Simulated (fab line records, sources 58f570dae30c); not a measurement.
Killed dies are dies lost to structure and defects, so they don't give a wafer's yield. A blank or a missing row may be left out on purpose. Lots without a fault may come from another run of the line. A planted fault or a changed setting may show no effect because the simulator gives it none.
Split-lot experiment | flow berkeley_cmos170 | 5 lots, 23 wafers read, on a route of 331 steps

THE SPLIT
At UCB170_NLDD_IMPLANT_09, the setting dose_cm2 was moved away from the recipe's 5e+13 on 9 of the 23 wafers read, by -5.0% to +6.0%. The other wafers ran this setting at the recipe's value.

FROM THE SPLIT TO THE READING: what the file shows between them, 6 steps
- UCB170_NLDD_STRIP_10: strips in O2
- UCB170_PSD_PEB_04 (also split here: peb_temp_c)
- UCB170_PSD_DEVELOP_05: develop time 45 s
- UCB170_PSD_CD_MEAS_06: target cd 1200 nm
- UCB170_SDANNEAL_RTA_00: time 10 s (also split here: time_s)
- UCB170_SDANNEAL_RTA_01: time 5 s

THE READING
NLDD_RS, in ohm/sq, at UCB170_SDANNEAL_RS_MEAS_05 (measures by four-point-probe). Fault-free wafers of this fab line usually give 616.1 ohm/sq, standard deviation 1.4 ohm/sq.

wafer  | tool, chamber at the split | dose_cm2 as run | against the recipe | NLDD_RS, ohm/sq | against lot-mates on the recipe
L077.1 | implanter-02, 0            | 5e+13           | recipe             | 616.0           | -
L077.2 | implanter-02, 0            | 5e+13           | recipe             | 616.7           | -
L077.3 | implanter-02, 0            | 5.14e+13        | +2.8%              | 610.7           | -6.0
L077.5 | implanter-02, 0            | 5.14e+13        | +2.8%              | 609.7           | -7.0
L077.6 | implanter-02, 0            | 5e+13           | recipe             | 617.4           | -
L079.2 | implanter-01, 0            | 5e+13           | recipe             | 616.5           | -
L079.5 | implanter-01, 0            | 5e+13           | recipe             | 616.7           | -
L079.6 | implanter-01, 0            | 5e+13           | recipe             | 615.9           | -
L083.2 | implanter-03, 0            | 4.893e+13       | -2.1%              | 622.2           | +5.2
L083.3 | implanter-03, 0            | 5e+13           | recipe             | 617.3           | -
L083.4 | implanter-03, 0            | 5e+13           | recipe             | 616.8           | -
L083.5 | implanter-03, 0            | 4.893e+13       | -2.1%              | 623.0           | +6.0
L083.6 | implanter-03, 0            | 5e+13           | recipe             | 616.8           | -
L085.1 | implanter-03, 0            | 4.752e+13       | -5.0%              | 625.3           | +10.2
L085.3 | implanter-03, 0            | 5e+13           | recipe             | 614.2           | -
L085.4 | implanter-03, 0            | 4.752e+13       | -5.0%              | 625.9           | +10.9
L085.5 | implanter-03, 0            | 4.752e+13       | -5.0%              | 625.8           | +10.8
L085.6 | implanter-03, 0            | 5e+13           | recipe             | 615.9           | -
L084.1 | implanter-01, 0            | 5e+13           | recipe             | 619.1           | -
L084.2 | implanter-01, 0            | 5e+13           | recipe             | 619.2           | -
L084.3 | implanter-01, 0            | 5.301e+13       | +6.0%              | 605.8           | -13.0
L084.4 | implanter-01, 0            | 5.301e+13       | +6.0%              | 606.1           | -12.7
L084.6 | implanter-01, 0            | 5e+13           | recipe             | 618.0           | -

THE FIT
A straight line over all 23 wafers: NLDD_RS changes by -1.89 ohm/sq for each +1% of dose_cm2; r = -0.97; the points scatter about the line by 1.3 ohm/sq.
The same after taking each lot's own level away (the mean of its wafers on the recipe; 23 wafers): -2.18 ohm/sq for each +1%; r = -1.00; scatter 0.59 ohm/sq.
On that fit, the largest move of dose_cm2 shifts the reading by 13 ohm/sq.
The lots' own levels span 615.05 to 618.77 ohm/sq, that is 2.7 times the standard deviation above.
So the lot-to-lot level changes the slope: the two fits differ.
Check: with one of the wafers moved furthest among these (+6.0%) left out of the fit, the line predicts -13.1 ohm/sq for it against its lot-mates. It came out at -13 ohm/sq against them.

OTHER SPLITS ON THESE WAFERS
These wafers also went through other splits before the reading. Each is held against what the fit with the lots' levels taken away leaves over:
other split on the same wafers | wafers away from the commonest value | r with NLDD_RS (lot level and that fit taken away)
UCB170_PSD_PEB_04 peb_temp_c   | 10                                   | -0.29
UCB170_SDANNEAL_RTA_00 time_s  | 5                                    | -0.11

THE FILE'S OWN FIT
NLDD_RS changes by -2.19 ohm/sq for each +1% of dose_cm2, r = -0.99.
